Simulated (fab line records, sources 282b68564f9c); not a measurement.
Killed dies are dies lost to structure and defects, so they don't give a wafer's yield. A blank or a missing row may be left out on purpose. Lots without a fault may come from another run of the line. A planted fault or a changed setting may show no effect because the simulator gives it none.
Which tool did it? | flow rit_cmos | 6 lots, 18 wafers sampled, at 2 steps of a route of 202

WHAT THE GAUGES READ, wafer by wafer
RIT_GATE_CD_MEAS_16: target cd 150 nm.
lot  | measured    | on        | cd_nm (nm)
L713 | day 3 03:17 | cd_sem-01 | 148.9 149.3 149.5
L715 | day 3 10:50 | cd_sem-01 | 152.1 152.9 152.7
L717 | day 3 14:35 | cd_sem-02 | 149.2 149.5 150.6
L720 | day 4 06:33 | cd_sem-02 | 148.6 147.9 149.6
L723 | day 5 07:08 | cd_sem-01 | 149.3 148.6 149.3
L726 | day 5 15:17 | cd_sem-02 | 163.2 163.9 164.6

WHICH TOOL RAN EACH LOT (tool, then ch and the chambers of the sampled wafers, then the start)
lot  | RIT_GATE_EXPOSE_13
L713 | iline_stepper-02 ch 0, day 3 02:53
L715 | iline_stepper-01 ch 0, day 3 10:25
L717 | iline_stepper-02 ch 0, day 3 14:11
L720 | iline_stepper-02 ch 0, day 4 06:09
L723 | iline_stepper-02 ch 0, day 5 06:44
L726 | iline_stepper-02 ch 0, day 5 14:53
- RIT_GATE_EXPOSE_13: exposes mask M6, target cd 150 nm.

THE ANSWER, worked out from the rows above alone
Rule: what is usual is taken from the lots themselves. Put in order of their means at a reading, lots are off if they are a third of the lots or fewer, leave a main group of 4 or more, and stand apart from it by a gap of 3 or more times the standard deviation of the main group's means; of several such gaps the widest counts. A main group whose means are all the same, to the digits that the tables above print for the reading, isn't used. A lot without any number at a reading at which 4 lots or more have one is off too. The other lots that the step has rows for count as sound.
Off: L726, at RIT_GATE_CD_MEAS_16 (cd_nm). The main group: mean 149.9 nm, standard deviation 1.4.
A tool fits if, at a process step before that reading, it ran every lot that is off, and no sound lot after the first of them. The gauges at RIT_GATE_CD_MEAS_16 are tried like those tools. Can't be told from this: 2 tools fit, iline_stepper-02 at RIT_GATE_EXPOSE_13, cd_sem-02 at RIT_GATE_CD_MEAS_16.

WHAT THE SIMULATOR HAD PUT IN
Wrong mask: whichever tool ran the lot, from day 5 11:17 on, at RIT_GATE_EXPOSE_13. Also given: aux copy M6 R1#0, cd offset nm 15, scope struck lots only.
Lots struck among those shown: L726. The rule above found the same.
